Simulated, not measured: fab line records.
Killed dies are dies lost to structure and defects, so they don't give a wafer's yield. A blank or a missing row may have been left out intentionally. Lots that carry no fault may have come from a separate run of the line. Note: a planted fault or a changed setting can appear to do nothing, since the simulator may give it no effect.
fab line records	flow ritCmos
record: lots: 6	wafers: 18	lastDay: 6
route steps=202 shown NLDD@111 PLDD@114 M1@202
lots untouched by any fault: they come from a run of this same line in which no faults occurred
startH: start of the lot's first displayed wafer, in hours after the record's first day	waitH: time in hours since the lot's previous step	" same as the row above	L1.1+2: several wafers, shown together as one row	- value missing, or start not given	* or withheld: withheld	< > ~ a bound
route shown NAME@n: NAME is a module with steps in the file, n the number in the route of the first one	usual: the fault-free wafers' mean and standard deviation	same: alike in all rows	chamber/n: place in a boat	sites: per-site readings	_std_site: standard deviation across them	_edge_site: inner sites' mean taken away from outer sites' mean	radiusMm: for every site, how far away it sits from the centre of the wafer	mask NAME#n: copy n	behind: the most recent tool/chamber to have shaped the wafer	hold: reason for holding the lot/hours on hold/outcome of the hold	device: transistor that didn't switch, given as n, p or np	end of line: the same wafers' tests at the end of the route	step lacking rows: just its recipe	killed: the dies lost at the first sort to structure and to defects; this is not the yield of the wafer	map: shows each die of a wafer: x if killed, . if not, _ if none is there
set.NAME: the run value of the setting; set.NAME@STEP: its run value at that earlier step	model.NAME: the simulator's own value behind a step, which no gauge read
certain route steps with their lots: each step a table, each wafer a row
services: a tool's chamber out of use, with start hour (startH, from the record's first day; less than 0 if before it), hours out, and reason
== steps ==
step: RIT_NLDD_IMPLANT_08
recipe: species: P	energyKev: 20	doseCm2: 5e+14	tiltDeg: 7
step: RIT_NLDD_STRIP_09
recipe: chemistry: O2	timeS: 180	resist: NOVOLAK	platenTempC: withheld	powerW: 500	pressureMtorr: 4000	o2FlowSccm: 4000
usual: drypumpMotorCurrentA: 5.8/0.35	o2FlowSccm: 4000/11
same: timeS: 180
lot.wafer	tool	chamber	startH	waitH	drypumpMotorCurrentA	o2FlowSccm	rfHoursCounterH
L823.2	plasmaAsher-03	0	67.64	0.1	5.1	3993	44
L823.4	"	1	"	"	6.1	4019	-
L823.6	"	1	"	"	6.1	4002	-
L827.2	plasmaAsher-03	0	91.18	0.1	5.1	3992	46
L827.4	"	1	"	"	6.1	4008	-
L827.6	"	0	"	"	5.1	3990	-
L831.2	plasmaAsher-04	1	118.49	0.1	6.2	3982	0
L831.3	"	1	"	"	6.2	4001	-
L831.6	"	1	"	"	6.3	3987	-
L833.1	plasmaAsher-03	1	126.25	0.1	6.1	4018	49
L833.2	"	0	"	"	5.2	4020	49
L833.6	"	1	"	"	6.1	4005	-
L834.2	plasmaAsher-01	1	126.59	0.1	5.9	4000	48
L834.4	"	0	"	"	5.6	4006	-
L834.6	"	0	"	"	5.6	3986	-
L835.1	plasmaAsher-04	0	133.71	0.1	5.9	3978	1
L835.3	"	0	"	"	5.9	3991	-
L835.5	"	0	"	"	5.9	3977	-
step: RIT_NLDD_TW_MEAS_10
usual: NLDD_TW: 2503/18
lot.wafer	tool	chamber	startH	waitH	NLDD_TW
L823.2	filmMetro-03	-	67.82	0.1	2483
L823.4	"	-	"	"	2482
L823.6	"	-	"	"	2477
L827.2	filmMetro-03	-	91.36	0.1	2512
L827.4	"	-	"	"	2506
L827.6	"	-	"	"	2493
L831.2	filmMetro-03	-	118.68	0.1	2484
L831.3	"	-	"	"	2497
L831.6	"	-	"	"	2491
L833.1	filmMetro-03	-	126.43	0.1	2493
L833.2	"	-	"	"	2492
L833.6	"	-	"	"	2498
L834.2	filmMetro-01	-	126.77	0.1	2498
L834.4	"	-	"	"	2510
L834.6	"	-	"	"	2505
L835.1	filmMetro-04	-	133.89	0.1	2513
L835.3	"	-	"	"	2511
L835.5	"	-	"	"	2522
step: RIT_PLDD_HMDS_00
recipe: primeTimeS: 60	primeTempC: 140
step: RIT_PLDD_COAT_01
recipe: resist: NOVOLAK	spinRpm: 3250	resistThkNm: 1000
step: RIT_PLDD_SOFTBAKE_02
recipe: resist: NOVOLAK	tempC: 90	timeS: 60
step: RIT_PLDD_EXPOSE_03
recipe: maskId: M8	na: 0.57	targetCdNm: 40900	doseMj: 250
step: RIT_PLDD_PEB_04
recipe: resist: NOVOLAK	tempC: withheld	timeS: withheld
step: RIT_PLDD_DEVELOP_05
recipe: resist: NOVOLAK	developTimeS: 50	devTempC: 23
step: RIT_PLDD_OVL_MEAS_06
usual: PLDD_OVL: 0.5/1.3
lot.wafer	tool	chamber	startH	waitH	PLDD_OVL[nm]
L823.2	overlay-02	-	68.73	-	2.1
L823.4	"	-	"	"	-0.3
L823.6	"	-	"	"	-1.2
L827.2	overlay-02	-	92.27	-	0.1
L827.4	"	-	"	"	0.5
L827.6	"	-	"	"	-0.4
L831.2	overlay-02	-	119.78	-	1.6
L831.3	"	-	"	"	0.3
L831.6	"	-	"	"	1.5
L833.1	overlay-02	-	127.56	-	1.4
L833.2	"	-	"	"	1.6
L833.6	"	-	"	"	1.4
L834.2	overlay-01	-	127.81	-	1.0
L834.4	"	-	"	"	0.3
L834.6	"	-	"	"	1.1
L835.1	overlay-01	-	134.80	-	3.1
L835.3	"	-	"	"	0.9
L835.5	"	-	"	"	0.2
step: RIT_PLDD_HARDBAKE_07
recipe: resist: NOVOLAK	tempC: 140	timeS: 60
step: RIT_PLDD_IMPLANT_08
recipe: species: BF2	energyKev: 20	doseCm2: 9e+14	tiltDeg: 7
step: RIT_PLDD_STRIP_09
recipe: chemistry: O2	timeS: 180	resist: NOVOLAK	platenTempC: withheld	powerW: 500	pressureMtorr: 4000	o2FlowSccm: 4000
usual: drypumpMotorCurrentA: 5.7/0.43	o2FlowSccm: 4000/14
same: timeS: 180
lot.wafer	tool	chamber	startH	waitH	drypumpMotorCurrentA	o2FlowSccm	rfHoursCounterH
L823.2	plasmaAsher-02	0	69.06	0.1	6.1	4000	26
L823.4	"	0	"	"	6.2	4004	-
L823.6	"	0	"	"	6.1	4028	-
L827.2	plasmaAsher-04	1	92.60	0.1	6.3	3998	45
L827.4	"	0	"	"	5.8	4023	-
L827.6	"	1	"	"	6.3	3992	-
L831.2	plasmaAsher-04	1	120.11	0.1	6.3	3991	0
L831.3	"	1	"	"	6.3	3989	-
L831.6	"	0	"	"	5.9	3984	-
L833.1	plasmaAsher-02	0	128.10	0.1	6.1	1984	32
L833.2	"	1	"	"	5.1	3999	32
L833.6	"	0	"	"	6.1	2029	-
L834.2	plasmaAsher-01	1	128.15	0.1	5.9	4005	48
L834.4	"	0	"	"	5.6	4009	-
L834.6	"	1	"	"	5.9	4006	-
L835.1	plasmaAsher-02	0	135.13	0.1	6.1	2034	33
L835.3	"	0	"	"	6.1	2013	-
L835.5	"	1	"	"	5.1	3994	-
step: RIT_PLDD_TW_MEAS_10
usual: PLDD_TW: 2361/18
lot.wafer	tool	chamber	startH	waitH	PLDD_TW
L823.2	filmMetro-03	-	69.24	0.1	2339
L823.4	"	-	"	"	2345
L823.6	"	-	"	"	2351
L827.2	filmMetro-01	-	92.78	0.1	2335
L827.4	"	-	"	"	2341
L827.6	"	-	"	"	2334
L831.2	filmMetro-01	-	120.29	0.1	2360
L831.3	"	-	"	"	2357
L831.6	"	-	"	"	2361
L833.1	filmMetro-03	-	128.27	0.1	2333
L833.2	"	-	"	"	2345
L833.6	"	-	"	"	2330
L834.2	filmMetro-04	-	128.33	0.1	2371
L834.4	"	-	"	"	2384
L834.6	"	-	"	"	2392
L835.1	filmMetro-01	-	135.31	0.1	2373
L835.3	"	-	"	"	2375
L835.5	"	-	"	"	2372
step: RIT_M1_PROBE_99
usual: killedAtFrontEnd: 7/3	killedDies: 7/3.1	killedOpen: 3.3/2.1	killedShort: 3.3/2
same: grossDies: 264	killed_at_M0_to_M3: 0	killed_at_M4_up: 0	killedAtBackSide: 0	killedAtContacts: 0	killedAtOther: 0
lot.wafer	tool	chamber	startH	waitH	killedAtFrontEnd	killedDies	killedOpen	killedShort
L827.2	prober-01	-	107.93	0.1	7	7	5	2
L827.4	prober-01	-	108.03	0.2	7	7	1	6
L827.6	prober-01	-	108.13	0.2	8	8	4	4
L831.2	prober-01	-	134.02	0.1	5	5	3	2
L831.3	prober-01	-	134.07	0.2	9	9	2	7
L831.6	prober-01	-	134.22	0.2	6	6	5	1
L833.1	prober-01	-	143.67	0.1	6	6	4	2
L833.2	prober-01	-	143.72	0.1	6	6	3	3
L833.6	prober-01	-	143.92	0.2	1	1	1	0
killed by level:class
L827.2 FOX1:geometricParticle:open=2 SPACER:geometricParticle:open=2 FOX1:geometricParticle:short=1 GATE:geometricParticle:open=1 SPACER:geometricParticle:short=1
L827.4 FOX1:geometricParticle:short=3 SPACER:geometricParticle:short=2 REOX:geometricParticle:open=1 SILICIDE:geometricParticle:short=1
L827.6 GATE:geometricParticle:open=3 FOX1:geometricParticle:short=1 FOX1:geometricParticle:open=1 FOX2:geometricParticle:short=1 SPACER:geometricParticle:short=1 SILICIDE:geometricParticle:short=1
L831.2 FOX1:geometricParticle:short=1 FOX2:geometricParticle:open=1 GATE:geometricParticle:short=1 GATE:geometricParticle:open=1 SPACER:geometricParticle:open=1
L831.3 GATE:geometricParticle:short=3 FOX2:geometricParticle:short=2 REOX:geometricParticle:open=2 FOX1:geometricParticle:short=1 SILICIDE:geometricParticle:short=1
L831.6 REOX:geometricParticle:open=3 FOX1:geometricParticle:open=1 FOX2:geometricParticle:short=1 FOX2:geometricParticle:open=1
L833.1 GATE:geometricParticle:short=2 GATE:geometricParticle:open=2 REOX:geometricParticle:open=1 SPACER:geometricParticle:open=1
L833.2 GATE:geometricParticle:open=2 SILICIDE:geometricParticle:short=2 GATE:geometricParticle:short=1 REOX:geometricParticle:open=1
L833.6 GATE:geometricParticle:open=1
== services ==
tool	chamber	startH	hours	kind
plasmaAsher-04	-	71.89	1.8	repair
plasmaAsher-03	-	86.78	4.0	pm
plasmaAsher-04	-	108.75	9.0	pm
plasmaAsher-04	0	108.75	9.0	ventCycle
plasmaAsher-04	1	108.75	9.0	ventCycle
plasmaAsher-04	0	117.75	-	clean
plasmaAsher-04	1	117.75	-	clean
plasmaAsher-04	-	126.51	5.2	repair
== key ==
firstSign: step: RIT_PLDD_STRIP_09	reading: o2FlowSccm	direction: down	sigmas: 99+	usual: 4000	struck: 2015
effect none on later readings
metAt RIT_PLDD_STRIP_09
struckWafers L833.1,L833.6,L835.1,L835.3
testerLeftOut L833,L835
onsetBetween 69.06 128.10
fault: kind: processParameterDrift	tool: plasmaAsher-02	chamber: 0	onsetH: 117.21	steps: RIT_PLDD_STRIP_09	channel: o2FlowSccm	offset: -2000	shape: step	endH: 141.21	actsIn: theseRecipesOnly	stated: 4000
testerLeftOut: of these lots the tester's yield and bins aren't shown, on N5 and GAA mostly nor the transistor test; their killed dies are dies lost to structure and defects alone, not to doping, threshold or leakage, so they don't give the yield
